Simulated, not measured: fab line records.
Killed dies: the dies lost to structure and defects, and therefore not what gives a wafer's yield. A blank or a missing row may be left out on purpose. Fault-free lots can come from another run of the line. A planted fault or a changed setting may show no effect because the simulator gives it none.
fab line records	flow berkeley-cmos170
[record] lots = 14	wafers = 42	last-day = 11
route steps=331 shown PLDD@151 SPACER@171 NSD@194 BACKSIDE@202
lots untouched by any fault: they come from a run of this same line in which no faults occurred
start-h: start of the lot's first displayed wafer, in hours after the record's first day	wait-h: hours since the lot's step before	" as in the row above	L1.1+2: a single row standing in for several wafers	- value missing, or start not given	* or withheld: withheld	< > ~ a bound
route shown NAME@n: a module of which the file shows steps, and the number in the route of the first	usual: mean/standard deviation of fault-free wafers	same: alike in all rows	chamber/n: place in a boat	sites: the reading at each site	_std_site: standard deviation across them	_edge_site: outer sites' mean less inner sites'	radius-mm: for every site, how far away it sits from the centre of the wafer	mask NAME#n: copy n	behind: tool/chamber where the wafer was last shaped	hold: reason for holding the lot/hours on hold/outcome of the hold	device: names the non-switching transistor (n, p or np)	end of line: tests of these same wafers at the route's end	a step with no rows: only its recipe	killed: not the wafer's yield, but the dies lost to structure and defects at the first sort	map: shows each die of a wafer: x if killed, . if not, _ if none is there
set.NAME: the run value of the setting; set.NAME@STEP: its run value at that earlier step	model.NAME: the simulator's own value behind a step, which no gauge read
steps of the route over a sample of lots; a table a step, a row a wafer
services: when a tool's chamber went out of use (start-h, in hours from the record's first day, below 0 if earlier), for how many hours, and the reason
[[steps]]
[step UCB170_PLDD_CD_MEAS_06]
[recipe] target-cd-nm = 1200
[usual] cd-nm = 1199.4/1.2
lot.wafer	tool	chamber	start-h	wait-h	cd-nm
L955.3	cd-sem-01	-	121.51	-	1201.0
L955.4	"	-	"	"	1200.3
L955.6	"	-	"	"	1201.0
L954.2	cd-sem-01	-	126.66	-	1200.6
L954.4	"	-	"	"	1199.8
L954.6	"	-	"	"	1199.4
L957.3	cd-sem-02	-	133.33	-	1199.8
L957.4	"	-	"	"	1200.1
L957.5	"	-	"	"	1199.2
L956.2	cd-sem-02	-	133.58	-	1199.9
L956.4	"	-	"	"	1200.2
L956.6	"	-	"	"	1200.1
L962.1	cd-sem-02	-	151.30	-	1200.2
L962.4	"	-	"	"	1198.2
L962.5	"	-	"	"	1198.8
L963.1	cd-sem-01	-	151.58	-	1200.0
L963.3	"	-	"	"	1200.2
L963.6	"	-	"	"	1199.4
L959.1	cd-sem-02	-	151.86	-	1196.6
L959.2	"	-	"	"	1197.6
L959.3	"	-	"	"	1196.9
L961.3	cd-sem-01	-	152.35	-	1200.4
L961.5	"	-	"	"	1198.6
L961.6	"	-	"	"	1200.2
L958.2	cd-sem-02	-	152.49	-	1199.4
L958.3	"	-	"	"	1198.7
L958.6	"	-	"	"	1198.2
L960.4	cd-sem-01	-	152.81	-	1201.7
L960.5	"	-	"	"	1202.4
L960.6	"	-	"	"	1200.3
L964.3	cd-sem-02	-	165.93	-	1200.3
L964.4	"	-	"	"	1200.9
L964.5	"	-	"	"	1199.6
L974.4	cd-sem-02	-	211.16	-	1198.8
L974.5	"	-	"	"	1198.4
L974.6	"	-	"	"	1198.8
L975.1	cd-sem-02	-	225.55	-	1199.4
L975.2	"	-	"	"	1197.6
L975.3	"	-	"	"	1196.8
L977.2	cd-sem-01	-	230.31	-	1199.8
L977.4	"	-	"	"	1200.3
L977.5	"	-	"	"	1199.1
[step UCB170_SPACER_CVD_00]
[recipe] material = SiO2	target-thk-nm = 376	temp-c = 390	precursor = TEOS/O2	time-s = 47	rf-w = 550	pressure-mtorr = 9000
[usual] heater-power-w = 271/58	pressure-mtorr = 9000/19
lot.wafer	tool	chamber	start-h	wait-h	heater-power-w	pressure-mtorr
L955.3	pecvd-02	0	124.66	0.0	270	8978
L955.4	"	2	"	"	418	9008
L955.6	"	0	"	"	187	9002
L954.2	pecvd-04	0	130.51	0.0	266	8960
L954.4	"	0	"	"	270	8978
L954.6	"	1	"	"	277	8996
L956.2	pecvd-04	2	138.23	0.0	224	9046
L956.4	"	0	"	"	229	9024
L956.6	"	2	"	"	240	9032
L957.3	pecvd-01	0	138.23	0.0	233	8973
L957.4	"	2	"	"	289	8986
L957.5	"	1	"	"	308	9005
L959.1	pecvd-04	1	155.99	0.0	325	9000
L959.2	"	2	"	"	237	8994
L959.3	"	0	"	"	237	9034
L962.1	pecvd-02	2	156.63	0.0	349	8980
L962.4	"	1	"	"	215	8999
L962.5	"	2	"	"	361	8995
L963.1	pecvd-01	1	156.89	0.0	323	9023
L963.3	"	0	"	"	203	8986
L963.6	"	2	"	"	346	9002
L961.3	pecvd-04	1	156.90	0.0	282	8998
L961.5	"	0	"	"	230	9026
L961.6	"	1	"	"	300	9004
L958.2	pecvd-02	2	157.44	0.0	312	9028
L958.3	"	0	"	"	259	8988
L958.6	"	0	"	"	272	8991
L960.4	pecvd-01	1	157.64	0.0	310	9002
L960.5	"	0	"	"	247	9025
L960.6	"	2	"	"	368	9019
L964.3	pecvd-02	1	169.19	0.0	178	9019
L964.4	"	0	"	"	259	9010
L964.5	"	1	"	"	200	9050
L974.4	pecvd-02	1	213.56	0.0	232	8981
L974.5	"	0	"	"	227	8994
L974.6	"	2	"	"	330	9002
L975.1	pecvd-02	1	228.89	0.0	187	8986
L975.2	"	2	"	"	404	9003
L975.3	"	0	"	"	222	8973
L977.2	pecvd-04	1	232.84	0.0	328	9021
L977.4	"	0	"	"	219	9011
L977.5	"	2	"	"	220	8987
[step UCB170_SPACER_THK_MEAS_01]
[recipe] reads = SiO2_of_SPACER_CVD_00
[usual] SPACER_TEOS_THK = 376/6.1
lot.wafer	tool	chamber	start-h	wait-h	SPACER_TEOS_THK[nm]
L955.3	film-metro-03	-	124.72	0.0	370
L955.4	"	-	"	"	373
L955.6	"	-	"	"	379
L954.2	film-metro-01	-	130.56	0.0	379
L954.4	"	-	"	"	390
L954.6	"	-	"	"	384
L956.2	film-metro-04	-	138.29	0.0	365
L956.4	"	-	"	"	383
L956.6	"	-	"	"	368
L957.3	film-metro-03	-	138.30	0.0	366
L957.4	"	-	"	"	378
L957.5	"	-	"	"	374
L959.1	film-metro-03	-	156.03	0.0	383
L959.2	"	-	"	"	369
L959.3	"	-	"	"	379
L962.1	film-metro-04	-	156.67	0.0	367
L962.4	"	-	"	"	377
L962.5	"	-	"	"	374
L963.1	film-metro-03	-	156.93	0.0	374
L963.3	"	-	"	"	369
L963.6	"	-	"	"	379
L961.3	film-metro-01	-	156.96	0.0	379
L961.5	"	-	"	"	387
L961.6	"	-	"	"	382
L958.2	film-metro-04	-	157.49	0.0	365
L958.3	"	-	"	"	379
L958.6	"	-	"	"	380
L960.4	film-metro-01	-	157.69	0.0	378
L960.5	"	-	"	"	383
L960.6	"	-	"	"	374
L964.3	film-metro-03	-	169.26	0.0	373
L964.4	"	-	"	"	379
L964.5	"	-	"	"	380
L974.4	film-metro-04	-	213.61	0.0	378
L974.5	"	-	"	"	236
L974.6	"	-	"	"	373
L975.1	film-metro-04	-	228.93	0.0	373
L975.2	"	-	"	"	372
L975.3	"	-	"	"	236
L977.2	film-metro-04	-	232.89	0.0	377
L977.4	"	-	"	"	382
L977.5	"	-	"	"	373
[step UCB170_SPACER_ETCHBACK_03]
[recipe] stop-on = Si	target = SiO2	chemistry = CHF3/CF4/Ar	CHF3_flow_sccm = 50	cf4-flow-sccm = 10	Ar_flow_sccm = 120	pressure-mtorr = 200	rf-w = 500	target-depth-a = 3760	time-s = 100
[usual] drypump-motor-current-A = 5.7/0.42	oes-product-au = 0.905/0.021	throttle-valve-pct = 6.51/0.12
lot.wafer	tool	chamber	start-h	wait-h	drypump-motor-current-A	oes-product-au	rf-hours-counter-h	throttle-valve-pct
L955.3	rie-diel-01	1	127.12	0.0	5.7	0.869	16	6.55
L955.4	"	3	"	"	6.3	0.902	51	6.47
L955.6	"	0	"	"	5.8	0.940	-	6.42
L954.2	rie-diel-03	3	132.11	0.0	5.6	0.899	128	6.53
L954.4	"	1	"	"	5.0	0.948	123	6.40
L954.6	"	0	"	"	6.7	0.913	-	6.35
L956.2	rie-diel-04	2	142.83	0.0	5.3	0.882	155	6.39
L956.4	"	3	"	"	5.8	0.912	29	6.74
L956.6	"	2	"	"	5.3	0.895	-	6.39
L957.3	rie-diel-01	3	142.83	0.0	6.2	0.886	52	6.46
L957.4	"	2	"	"	5.4	0.923	8	6.58
L957.5	"	3	"	"	6.2	0.907	-	6.46
L959.1	rie-diel-04	1	159.68	0.0	5.9	0.934	127	6.46
L959.2	"	2	"	"	5.3	0.902	156	6.37
L959.3	"	0	"	"	5.3	0.903	82	6.49
L962.1	rie-diel-03	3	159.68	0.0	5.6	0.871	129	6.53
L962.4	"	0	"	"	6.6	0.910	20	6.34
L962.5	"	2	"	"	5.7	0.900	-	6.72
L963.1	rie-diel-01	3	159.68	0.0	6.2	0.902	53	6.47
L963.3	"	0	"	"	5.7	0.919	11	6.45
L963.6	"	1	"	"	5.7	0.892	-	6.57
L958.2	rie-diel-03	0	159.75	0.1	6.6	0.886	20	6.35
L958.3	"	3	"	"	5.6	0.904	129	6.51
L958.6	"	3	"	"	5.6	0.897	-	6.52
L960.4	rie-diel-01	3	159.75	0.1	6.2	0.907	53	6.47
L960.5	"	0	"	"	5.7	0.951	-	6.44
L960.6	"	1	"	"	5.7	0.877	-	6.57
L961.3	rie-diel-04	1	159.75	0.1	5.9	0.926	127	6.45
L961.5	"	2	"	"	5.3	0.927	-	6.39
L961.6	"	1	"	"	5.8	0.932	-	6.46
L964.3	rie-diel-04	1	172.14	0.0	5.9	0.920	128	6.45
L964.4	"	1	"	"	5.9	0.929	-	6.46
L964.5	"	0	"	"	5.3	0.900	-	6.49
L974.4	rie-diel-04	0	216.72	0.0	5.2	0.906	86	6.49
L974.5	"	1	"	"	5.9	0.668	-	6.42
L974.6	"	0	"	"	5.3	0.898	-	6.50
L975.1	rie-diel-03	3	232.63	0.0	5.6	0.892	134	6.52
L975.2	"	1	"	"	5.0	0.919	129	6.39
L975.3	"	2	"	"	5.7	0.654	15	6.68
L977.2	rie-diel-04	1	236.99	0.0	5.8	0.928	132	6.45
L977.4	"	0	"	"	5.3	0.906	87	6.49
L977.5	"	2	"	"	5.3	0.869	-	6.40
[step UCB170_NSD_OVL_MEAS_07]
[usual] NSD_OVL = -3/6.8
lot.wafer	tool	chamber	start-h	wait-h	NSD_OVL[nm]
L955.3	overlay-02	-	134.35	0.1	1
L955.4	"	-	"	"	6
L955.6	"	-	"	"	4
L954.2	overlay-01	-	138.12	0.1	6
L954.4	"	-	"	"	9
L954.6	"	-	"	"	3
L956.2	overlay-01	-	146.82	0.1	2
L956.4	"	-	"	"	0
L956.6	"	-	"	"	-1
L957.3	overlay-02	-	146.91	0.1	-10
L957.4	"	-	"	"	-4
L957.5	"	-	"	"	-9
L962.1	overlay-01	-	163.93	0.1	-14
L962.4	"	-	"	"	-5
L962.5	"	-	"	"	-9
L963.1	overlay-01	-	164.45	0.1	-6
L963.3	"	-	"	"	-6
L963.6	"	-	"	"	0
L959.1	overlay-02	-	164.72	0.1	-5
L959.2	"	-	"	"	2
L959.3	"	-	"	"	-11
L961.3	overlay-02	-	165.21	0.1	-5
L961.5	"	-	"	"	-5
L961.6	"	-	"	"	-10
L958.2	overlay-01	-	165.45	0.1	-1
L958.3	"	-	"	"	4
L958.6	"	-	"	"	2
L960.4	overlay-02	-	165.74	0.1	0
L960.5	"	-	"	"	8
L960.6	"	-	"	"	-1
L964.3	overlay-01	-	176.55	0.1	-10
L964.4	"	-	"	"	-15
L964.5	"	-	"	"	-9
L974.4	overlay-02	-	219.68	0.1	-10
L974.5	"	-	"	"	2
L974.6	"	-	"	"	-3
L975.1	overlay-02	-	236.90	0.1	-3
L975.2	"	-	"	"	-12
L975.3	"	-	"	"	-10
L977.2	overlay-02	-	240.40	0.1	-18
L977.4	"	-	"	"	-20
L977.5	"	-	"	"	-8
[step UCB170_BACKSIDE_STRIP_03]
[recipe] chemistry = O2	power-w = 400	pressure-mtorr = 3500	platen-temp-c = withheld	o2-flow-sccm = 400	overash-fraction = 0.5
[usual] drypump-motor-current-A = 5.9/0.57	oes-product-au = 0.735/0.0044	strip-time-to-endpoint-s = 21.98/0.066
lot.wafer	tool	chamber	start-h	wait-h	drypump-motor-current-A	oes-product-au	rf-hours-counter-h	strip-time-to-endpoint-s
L955.3	plasma-asher-04	0	138.65	0.1	4.9	0.739	-	22.08
L955.4	"	1	"	"	6.7	0.738	-	22.08
L955.6	"	1	"	"	6.6	0.737	-	22.06
L954.2	plasma-asher-03	1	139.50	0.1	6.2	0.728	43	21.91
L954.4	"	1	"	"	6.2	0.731	-	21.99
L954.6	"	0	"	"	6.2	0.736	-	22.00
L956.2	plasma-asher-03	1	147.93	0.1	6.2	0.737	44	22.01
L956.4	"	1	"	"	6.2	0.727	-	22.08
L956.6	"	1	"	"	6.2	0.731	-	22.06
L957.3	plasma-asher-04	0	148.23	0.1	4.9	0.732	-	21.98
L957.4	"	1	"	"	6.7	0.735	-	21.91
L957.5	"	1	"	"	6.6	0.729	-	21.95
L962.1	plasma-asher-03	0	165.43	0.1	6.2	0.743	47	22.02
L962.4	"	1	"	"	6.2	0.731	-	22.01
L962.5	"	1	"	"	6.1	0.736	-	22.06
L963.1	plasma-asher-03	1	165.98	0.1	6.2	0.729	47	22.01
L963.3	"	1	"	"	6.2	0.728	-	22.03
L963.6	"	1	"	"	6.2	0.735	-	21.96
L959.1	plasma-asher-04	1	166.34	0.1	6.7	0.730	6	21.90
L959.2	"	0	"	"	4.9	0.737	6	21.93
L959.3	"	0	"	"	4.9	0.730	-	21.88
L961.3	plasma-asher-03	1	166.91	0.1	6.2	0.738	-	21.93
L961.5	"	0	"	"	6.2	0.729	-	21.88
L961.6	"	1	"	"	6.2	0.731	-	21.92
L958.2	plasma-asher-04	0	167.33	0.1	4.9	0.736	7	21.96
L958.3	"	0	"	"	4.9	0.736	-	21.86
L958.6	"	0	"	"	4.9	0.739	-	21.94
L960.4	plasma-asher-01	0	167.54	0.1	5.8	0.738	-	21.92
L960.5	"	0	"	"	5.9	0.742	-	21.89
L960.6	"	1	"	"	5.4	0.739	-	21.97
L964.3	plasma-asher-04	1	177.56	0.1	6.7	0.737	-	22.00
L964.4	"	0	"	"	4.9	0.733	-	21.97
L964.5	"	0	"	"	4.9	0.738	-	21.98
L974.4	plasma-asher-03	1	220.89	0.1	6.2	0.739	-	22.12
L974.5	"	0	"	"	6.2	0.737	-	22.07
L974.6	"	1	"	"	6.2	0.740	-	22.12
L975.1	plasma-asher-01	1	237.97	0.1	5.5	0.729	44	21.93
L975.2	"	0	"	"	5.8	0.740	44	21.97
L975.3	"	1	"	"	5.5	0.736	-	21.91
L977.2	plasma-asher-04	0	241.37	0.1	4.9	0.737	15	22.07
L977.4	"	0	"	"	4.9	0.726	-	22.06
L977.5	"	0	"	"	4.9	0.734	-	22.02
[[services]]
tool	chamber	start-h	hours	kind
plasma-asher-04	-	108.75	9.0	pm
plasma-asher-04	0	108.75	9.0	vent-cycle
plasma-asher-04	1	108.75	9.0	vent-cycle
pecvd-02	1	109.08	4.9	repair
plasma-asher-04	0	117.75	-	clean
plasma-asher-04	1	117.75	-	clean
pecvd-01	-	127.56	1.0	repair
pecvd-02	0	141.45	14.2	repair
rie-diel-03	-	156.84	0.6	repair
rie-diel-04	3	159.55	4.7	repair
rie-diel-04	2	160.71	2.1	repair
rie-diel-04	2	164.27	-	clean
rie-diel-04	2	164.27	25.3	scheduled-down
rie-diel-04	2	164.27	25.3	vent-cycle
rie-diel-01	1	184.20	7.6	repair
rie-diel-01	0	193.88	22.3	repair
plasma-asher-01	-	211.22	0.7	repair
rie-diel-01	1	212.77	5.0	repair
pecvd-01	-	215.58	5.5	pm
plasma-asher-03	-	225.04	2.9	repair
[[key]]
[first-sign] step = UCB170_SPACER_THK_MEAS_01	reading = SPACER_TEOS_THK	direction = down	sigmas = 23	usual = 376	struck = 236
[effect] step = UCB170_SPACER_ETCHBACK_03	reading = oes-product-au	direction = down	sigmas = 12	usual = 0.905	struck = 0.661
met-at UCB170_SPACER_CVD_00
struck-lots L974,L975
struck-wafers L974.5,L975.3
tester-left-out L974,L975
not-acting-at UCB170_PLDD_CD_MEAS_06,UCB170_NSD_OVL_MEAS_07,UCB170_BACKSIDE_STRIP_03
onset-between 169.19 213.56
[fault] kind = process-parameter-drift	tool = pecvd-02	chamber = 0	onset-h = 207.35	steps = UCB170_SPACER_CVD_00	channel = target-thk-nm	offset = -144.67	shape = step	end-h = 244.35	acts-in = these-recipes-only	stated = 376
// tester-left-out: of these lots the tester's yield and bins aren't shown, on N5 and GAA mostly nor the transistor test; their killed dies are dies lost to structure and defects alone, not to doping, threshold or leakage, so they don't give the yield
